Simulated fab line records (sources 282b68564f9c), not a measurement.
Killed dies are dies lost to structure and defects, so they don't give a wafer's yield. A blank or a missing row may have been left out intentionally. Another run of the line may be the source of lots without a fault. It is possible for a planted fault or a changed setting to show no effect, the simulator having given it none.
fab line records | flow rit-cmos
record lots=5 | wafers=23
route steps=202 shown PLDD@122 SPACER@125 PSD@150 SDANNEAL@154 SILICIDE@162 CONTACT@171
start-h: hours from the record's opening day to when the first of the lot's shown wafers began | wait-h: how many hours have passed since the lot's step before this one | " the same as in the row above | L1.1+2: a row that stands for several wafers | - no value, or no start was given | * or withheld: withheld | < > ~ a bound
route shown NAME@n: NAME is a module with steps in the file, n the number in the route of the first one | usual: mean/standard deviation taken from wafers without a fault | same: alike in all rows | chamber/n: place in a boat | sites: each site's reading | _std_site: standard deviation of those values | _edge_site: the outer-site mean with the inner-site mean subtracted | radius-mm: how far each site lies from the wafer's centre | mask NAME#n: copy n | behind: the last tool/chamber to shape the wafer | hold: what put the lot on hold/how long, in hours/how the hold closed | device: whichever transistor did not switch (one of n, p or np) | end of line: tests run on the same wafers once the route is complete | a step given without rows: its recipe and nothing more | killed: at the first sort, the dies lost to defects and structure; wafer yield is something else | map: per-die view of a wafer (x killed, . not killed, _ where there is no die)
set.NAME: the setting that was run; set.NAME@STEP: the one run at that earlier step | model.NAME: the simulator's own value behind a step, which no gauge read
lots run with intentionally changed settings; tables by step, rows by wafer
## steps
# step RIT_PLDD_IMPLANT_08
# recipe species=BF2 | energy-kev=20 | dose-cm2=9e+14 | tilt-deg=7
lot.wafer      | tool         | chamber | start-h | wait-h | set.energy-kev | model.implant.drp-nm
L075.2+3+4+5+6 | implanter-03 | 0       | 53.97   | 0.1    | 20             | 9.752
L074.1+2+3     | implanter-01 | 0       | 54.38   | 0.1    | 20             | 9.752
L074.5+6       | "            | 0       | "       | "      | 20.71          | 9.994
L078.1+4+5     | implanter-01 | 0       | 73.79   | 0.1    | 20             | 9.752
L081.1+2+3+4+6 | implanter-04 | 0       | 83.31   | 0.1    | 20             | 9.752
L083.1+3+6     | implanter-01 | 0       | 92.83   | 0.1    | 20             | 9.752
L083.2+5       | "            | 0       | "       | "      | 19.29          | 9.507
# step RIT_PLDD_STRIP_09
# recipe chemistry=O2 | time-s=180 | resist=NOVOLAK | platen-temp-c=withheld | power-w=500 | pressure-mtorr=4000 | o2-flow-sccm=4000
# step RIT_SPACER_CLEAN_00
# recipe chemistry=SC1 | mix=3:3:50 | time-s=600 | temp-c=75
lot.wafer | tool         | chamber | start-h | wait-h | set.ox-time-s@REOX_OXIDATION_03 | model.SiO2_of_REOX_OXIDATION_03.thk-nm
L075.2    | wet-bench-03 | 0       | 54.33   | 0.0    | 5022                            | 21.92
L075.3    | "            | 0       | "       | "      | 5022                            | 22.05
L075.4    | "            | 0       | "       | "      | 5022                            | 21.83
L075.5    | "            | 0       | "       | "      | 5022                            | 21.8
L075.6    | "            | 0       | "       | "      | 5022                            | 22.12
L074.1    | wet-bench-03 | 1       | 54.77   | 0.1    | 6328                            | 25.12
L074.2    | "            | 1       | "       | "      | 6328                            | 24.73
L074.3    | "            | 1       | "       | "      | 6328                            | 24.99
L074.5    | "            | 1       | "       | "      | 6328                            | 24.94
L074.6    | "            | 1       | "       | "      | 6328                            | 25.21
L078.1    | wet-bench-01 | 2       | 74.17   | 0.1    | 5580                            | 23.18
L078.4    | "            | 2       | "       | "      | 5580                            | 23.32
L078.5    | "            | 2       | "       | "      | 5580                            | 23.4
L081.1    | wet-bench-02 | 1       | 83.69   | 0.1    | 4746                            | 21.79
L081.2    | "            | 1       | "       | "      | 4746                            | 21.4
L081.3    | "            | 1       | "       | "      | 4746                            | 21.09
L081.4    | "            | 1       | "       | "      | 4746                            | 21.46
L081.6    | "            | 1       | "       | "      | 4746                            | 21.2
L083.1    | wet-bench-01 | 3       | 93.21   | 0.1    | 6124                            | 24.4
L083.2    | "            | 3       | "       | "      | 6124                            | 24.2
L083.3    | "            | 3       | "       | "      | 6124                            | 24.24
L083.5    | "            | 3       | "       | "      | 6124                            | 24.57
L083.6    | "            | 3       | "       | "      | 6124                            | 24.36
# step RIT_PSD_IMPLANT_08
# recipe species=BF2 | energy-kev=27 | dose-cm2=5e+15 | tilt-deg=7
lot.wafer      | tool         | chamber | start-h | wait-h | set.energy-kev | model.implant.rp-nm | model.implant.drp-nm
L075.2+3+5     | implanter-02 | 0       | 59.93   | 0.1    | 27             | 21.87               | 12.05
L075.4+6       | "            | 0       | "       | "      | 28.43          | 22.79               | 12.49
L074.1+2+3+5+6 | implanter-03 | 0       | 60.08   | 0.1    | 27             | 22.01               | 12.05
L078.1+4+5     | implanter-01 | 0       | 79.38   | 0.1    | 27             | 22.55               | 12.05
L081.1+2+4     | implanter-02 | 0       | 89.08   | 0.1    | 27             | 22.13               | 12.05
L081.3+6       | "            | 0       | "       | "      | 26.59          | 21.86               | 11.92
L083.1+2+3     | implanter-01 | 0       | 98.18   | 0.1    | 27.8           | 22.53               | 12.3
L083.5+6       | "            | 0       | "       | "      | 27             | 22                  | 12.05
# step RIT_SDANNEAL_CLEAN_01
# recipe chemistry=dHF | dilution=50:1 | time-s=30
lot.wafer      | tool         | chamber | start-h | wait-h | set.time-s
L075.2+3+4+5+6 | -            | -       | -       | 0.0    | 32.55
L074.1+2+3+5+6 | -            | -       | -       | 0.0    | 32.86
L078.1+4+5     | wet-bench-01 | 1       | 79.95   | 0.0    | 30
L081.1+2+3+4+6 | -            | -       | -       | 0.0    | 31.94
L083.1+2+3+5+6 | -            | -       | -       | 0.0    | 31.49
# step RIT_SDANNEAL_CLEAN_02
# recipe chemistry=SC2 | mix=3:3:50 | time-s=600 | temp-c=75 | dry=n2-spin
# step RIT_SDANNEAL_RTA_03
# recipe temp-c=1050 | time-s=5 | idle-temp-c=600 | ramp-up-c-per-s=342 | ramp-down-c-per-s=171 | cool-to-c=600 | ambient=N2
# step RIT_SDANNEAL_RS_MEAS_04
# recipe thk-meas-gauge=four-point-probe
# usual PSD_RS=115.60/0.26
lot.wafer | tool          | chamber | start-h | wait-h | set.energy-kev@PSD_IMPLANT_08 | PSD_RS[ohm/sq]
L075.2    | film-metro-01 | -       | 60.73   | 0.1    | 27                            | 115.80
L075.3    | "             | -       | "       | "      | 27                            | 115.27
L075.4    | "             | -       | "       | "      | 28.43                         | 112.51
L075.5    | "             | -       | "       | "      | 27                            | 115.26
L075.6    | "             | -       | "       | "      | 28.43                         | 112.38
L074.1    | film-metro-02 | -       | 60.89   | 0.0    | 27                            | 115.63
L074.2    | "             | -       | "       | "      | 27                            | 115.62
L074.3    | "             | -       | "       | "      | 27                            | 115.64
L074.5    | "             | -       | "       | "      | 27                            | 115.67
L074.6    | "             | -       | "       | "      | 27                            | 115.94
L078.1    | film-metro-01 | -       | 80.22   | 0.0    | 27                            | 115.72
L078.4    | "             | -       | "       | "      | 27                            | 115.60
L078.5    | "             | -       | "       | "      | 27                            | 115.43
L081.1    | film-metro-02 | -       | 89.92   | 0.0    | 27                            | 115.82
L081.2    | "             | -       | "       | "      | 27                            | 115.96
L081.3    | "             | -       | "       | "      | 26.59                         | 116.65
L081.4    | "             | -       | "       | "      | 27                            | 116.12
L081.6    | "             | -       | "       | "      | 26.59                         | 116.83
L083.1    | film-metro-02 | -       | 99.04   | 0.0    | 27.8                          | 113.84
L083.2    | "             | -       | "       | "      | 27.8                          | 113.92
L083.3    | "             | -       | "       | "      | 27.8                          | 114.03
L083.5    | "             | -       | "       | "      | 27                            | 115.13
L083.6    | "             | -       | "       | "      | 27                            | 115.62
# step RIT_SDANNEAL_RS_MEAS_06
# recipe thk-meas-gauge=four-point-probe
# usual PLDD_RS=178.2/0.54
lot.wafer | tool          | chamber | start-h | wait-h | set.energy-kev@PLDD_IMPLANT_08 | PLDD_RS[ohm/sq]
L075.2    | film-metro-01 | -       | 60.97   | 0.1    | 20                             | 177.9
L075.3    | "             | -       | "       | "      | 20                             | 177.4
L075.4    | "             | -       | "       | "      | 20                             | 177.6
L075.5    | "             | -       | "       | "      | 20                             | 177.4
L075.6    | "             | -       | "       | "      | 20                             | 177.4
L074.1    | film-metro-02 | -       | 61.13   | 0.1    | 20                             | 178.9
L074.2    | "             | -       | "       | "      | 20                             | 179.3
L074.3    | "             | -       | "       | "      | 20                             | 179.3
L074.5    | "             | -       | "       | "      | 20.71                          | 176.3
L074.6    | "             | -       | "       | "      | 20.71                          | 176.9
L078.1    | film-metro-01 | -       | 80.46   | 0.1    | 20                             | 178.6
L078.4    | "             | -       | "       | "      | 20                             | 178.7
L078.5    | "             | -       | "       | "      | 20                             | 178.6
L081.1    | film-metro-02 | -       | 90.16   | 0.1    | 20                             | 178.7
L081.2    | "             | -       | "       | "      | 20                             | 178.8
L081.3    | "             | -       | "       | "      | 20                             | 179.1
L081.4    | "             | -       | "       | "      | 20                             | 178.5
L081.6    | "             | -       | "       | "      | 20                             | 178.9
L083.1    | film-metro-02 | -       | 99.28   | 0.1    | 20                             | 178.6
L083.2    | "             | -       | "       | "      | 19.29                          | 181.0
L083.3    | "             | -       | "       | "      | 20                             | 178.4
L083.5    | "             | -       | "       | "      | 19.29                          | 180.2
L083.6    | "             | -       | "       | "      | 20                             | 178.1
# step RIT_SILICIDE_SPUTTER_01
# recipe material=Ti | target-thk-nm=30 | power-w=350 | chamber-pressure-pa=0.667 | gas=Ar | time-s=240 | substrate-temp-c=25
lot.wafer | tool           | chamber | start-h | wait-h | set.power-w | model.Ti_of_SILICIDE_SPUTTER_01.thk-nm
L075.2    | pvd-sputter-03 | -       | 61.20   | 0.0    | 375.4       | 32.09
L075.3    | "              | -       | "       | "      | 375.4       | 32
L075.4    | "              | -       | "       | "      | 375.4       | 32.25
L075.5    | "              | -       | "       | "      | 350         | 29.56
L075.6    | "              | -       | "       | "      | 350         | 29.96
L074.1    | pvd-sputter-04 | -       | 61.42   | 0.0    | 350         | 30.33
L074.2    | "              | -       | "       | "      | 362.7       | 30.96
L074.3    | "              | -       | "       | "      | 350         | 30.75
L074.5    | "              | -       | "       | "      | 362.7       | 30.9
L074.6    | "              | -       | "       | "      | 362.7       | 31.03
L078.1    | pvd-sputter-03 | -       | 80.71   | 0.0    | 350         | 30.58
L078.4    | "              | -       | "       | "      | 350         | 30.3
L078.5    | "              | -       | "       | "      | 350         | 29.68
L081.1    | pvd-sputter-03 | -       | 90.41   | 0.0    | 366.2       | 31.21
L081.2    | "              | -       | "       | "      | 350         | 29.95
L081.3    | "              | -       | "       | "      | 366.2       | 31.79
L081.4    | "              | -       | "       | "      | 350         | 30.28
L081.6    | "              | -       | "       | "      | 366.2       | 31.41
L083.1+5  | pvd-sputter-03 | -       | 99.53   | 0.0    | 350         | 29.96
L083.2    | "              | -       | "       | "      | 350         | 30
L083.3    | "              | -       | "       | "      | 350         | 30.55
L083.6    | "              | -       | "       | "      | 350         | 29.94
# step RIT_SILICIDE_RS_MEAS_02
# recipe thk-meas-gauge=four-point-probe | reads=Ti_of_SILICIDE_SPUTTER_01
# usual SILICIDE_TI_RS=47.6/0.67
lot.wafer | tool          | chamber | start-h | wait-h | set.power-w@SILICIDE_SPUTTER_01 | SILICIDE_TI_RS[ohm/sq]
L075.2    | film-metro-04 | -       | 61.37   | 0.1    | 375.4                           | 44.0
L075.3    | "             | -       | "       | "      | 375.4                           | 44.1
L075.4    | "             | -       | "       | "      | 375.4                           | 43.7
L075.5    | "             | -       | "       | "      | 350                             | 48.8
L075.6    | "             | -       | "       | "      | 350                             | 47.8
L074.1    | film-metro-03 | -       | 61.57   | 0.1    | 350                             | 47.3
L074.2    | "             | -       | "       | "      | 362.7                           | 46.0
L074.3    | "             | -       | "       | "      | 350                             | 46.3
L074.5    | "             | -       | "       | "      | 362.7                           | 46.1
L074.6    | "             | -       | "       | "      | 362.7                           | 45.9
L078.1    | film-metro-04 | -       | 80.86   | 0.1    | 350                             | 46.6
L078.4    | "             | -       | "       | "      | 350                             | 47.1
L078.5    | "             | -       | "       | "      | 350                             | 48.5
L081.1    | film-metro-03 | -       | 90.56   | 0.1    | 366.2                           | 45.5
L081.2    | "             | -       | "       | "      | 350                             | 47.9
L081.3    | "             | -       | "       | "      | 366.2                           | 44.4
L081.4    | "             | -       | "       | "      | 350                             | 47.2
L081.6    | "             | -       | "       | "      | 366.2                           | 45.1
L083.1    | film-metro-04 | -       | 99.68   | 0.1    | 350                             | 47.9
L083.2    | "             | -       | "       | "      | 350                             | 47.8
L083.3    | "             | -       | "       | "      | 350                             | 46.8
L083.5    | "             | -       | "       | "      | 350                             | 47.9
L083.6    | "             | -       | "       | "      | 350                             | 47.8
# step RIT_SILICIDE_THK_MEAS_03
# recipe thk-meas-gauge=xrf | reads=Ti_of_SILICIDE_SPUTTER_01
# usual SILICIDE_TI_THK=31.0/0.4
lot.wafer | tool          | chamber | start-h | wait-h | set.power-w@SILICIDE_SPUTTER_01 | SILICIDE_TI_THK[nm]
L075.2    | film-metro-04 | -       | 61.48   | 0.1    | 375.4                           | 32.7
L075.3    | "             | -       | "       | "      | 375.4                           | 32.7
L075.4    | "             | -       | "       | "      | 375.4                           | 32.9
L075.5    | "             | -       | "       | "      | 350                             | 30.1
L075.6    | "             | -       | "       | "      | 350                             | 30.5
L074.1    | film-metro-03 | -       | 61.69   | 0.1    | 350                             | 31.2
L074.2    | "             | -       | "       | "      | 362.7                           | 32.0
L074.3    | "             | -       | "       | "      | 350                             | 31.7
L074.5    | "             | -       | "       | "      | 362.7                           | 31.8
L074.6    | "             | -       | "       | "      | 362.7                           | 32.3
L078.1    | film-metro-04 | -       | 80.98   | 0.1    | 350                             | 31.3
L078.4    | "             | -       | "       | "      | 350                             | 31.2
L078.5    | "             | -       | "       | "      | 350                             | 30.5
L081.1    | film-metro-03 | -       | 90.68   | 0.1    | 366.2                           | 32.2
L081.2    | "             | -       | "       | "      | 350                             | 30.9
L081.3    | "             | -       | "       | "      | 366.2                           | 32.6
L081.4    | "             | -       | "       | "      | 350                             | 31.1
L081.6    | "             | -       | "       | "      | 366.2                           | 32.4
L083.1    | film-metro-04 | -       | 99.80   | 0.1    | 350                             | 30.8
L083.2    | "             | -       | "       | "      | 350                             | 30.9
L083.3    | "             | -       | "       | "      | 350                             | 31.3
L083.5    | "             | -       | "       | "      | 350                             | 30.9
L083.6    | "             | -       | "       | "      | 350                             | 30.7
# step RIT_CONTACT_COAT_03
# recipe resist=NOVOLAK | spin-rpm=3250 | resist-thk-nm=1000
lot.wafer | tool           | chamber | start-h | wait-h | set.resist-thk-nm | model.NOVOLAK_of_CONTACT_COAT_03.thk-nm
L075.2    | litho-track-02 | 0       | 61.99   | 0.1    | 1038              | 1051
L075.3+4  | "              | 0       | "       | "      | 1000              | 1009
L075.5    | "              | 0       | "       | "      | 1038              | 1050
L075.6    | "              | 0       | "       | "      | 1038              | 1048
L074.1    | litho-track-04 | 0       | 62.19   | 0.1    | 1000              | 1004
L074.2+6  | "              | 0       | "       | "      | 1058              | 1060
L074.3    | "              | 0       | "       | "      | 1058              | 1063
L074.5    | "              | 0       | "       | "      | 1000              | 1002
L078.1    | litho-track-01 | 0       | 81.54   | 0.1    | 1000              | 998
L078.4    | "              | 0       | "       | "      | 1000              | 1001
L078.5    | "              | 0       | "       | "      | 1000              | 999.6
L081.1+2  | litho-track-01 | 0       | 91.18   | 0.1    | 1000              | 1006
L081.3    | "              | 0       | "       | "      | 1050              | 1055
L081.4    | "              | 0       | "       | "      | 1050              | 1058
L081.6    | "              | 0       | "       | "      | 1050              | 1057
L083.1    | litho-track-01 | 0       | 100.30  | 0.1    | 1000              | 1003
L083.2    | "              | 0       | "       | "      | 1000              | 1005
L083.3    | "              | 0       | "       | "      | 948.1             | 951.5
L083.5    | "              | 0       | "       | "      | 948.1             | 951.4
L083.6    | "              | 0       | "       | "      | 948.1             | 950.9
## key
split step=RIT_PLDD_IMPLANT_08 | setting=energy-kev | stated=20 | by=wafer
response step=RIT_PLDD_IMPLANT_08 | reading=model.implant.drp-nm | change=+0.0685 | per=1% | r=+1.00
response step=RIT_SDANNEAL_RS_MEAS_06 | reading=PLDD_RS | change=-0.678 | per=1% | r=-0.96
split step=RIT_PSD_IMPLANT_08 | setting=energy-kev | stated=27 | by=wafer
response step=RIT_PSD_IMPLANT_08 | reading=model.implant.rp-nm | change=+0.175 | per=1% | r=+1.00
response step=RIT_PSD_IMPLANT_08 | reading=model.implant.drp-nm | change=+0.0842 | per=1% | r=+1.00
response step=RIT_SDANNEAL_RS_MEAS_04 | reading=PSD_RS | change=-0.545 | per=1% | r=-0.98
split step=RIT_SDANNEAL_CLEAN_01 | setting=time-s | stated=30 | by=lot
response none clear
split step=RIT_SILICIDE_SPUTTER_01 | setting=power-w | stated=350 | by=wafer
response step=RIT_SILICIDE_SPUTTER_01 | reading=model.Ti_of_SILICIDE_SPUTTER_01.thk-nm | change=+0.285 | per=1% | r=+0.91
response step=RIT_SILICIDE_RS_MEAS_02 | reading=SILICIDE_TI_RS | change=-0.532 | per=1% | r=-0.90
response step=RIT_SILICIDE_THK_MEAS_03 | reading=SILICIDE_TI_THK | change=+0.304 | per=1% | r=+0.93
split step=RIT_CONTACT_COAT_03 | setting=resist-thk-nm | stated=1000 | by=wafer
response step=RIT_CONTACT_COAT_03 | reading=model.NOVOLAK_of_CONTACT_COAT_03.thk-nm | change=+10.2 | per=1% | r=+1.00
split outside-this-file step=RIT_REOX_OXIDATION_03 setting=ox-time-s
# split outside-this-file: this setting was split too, and the file shows its column; the key of that split is in another file
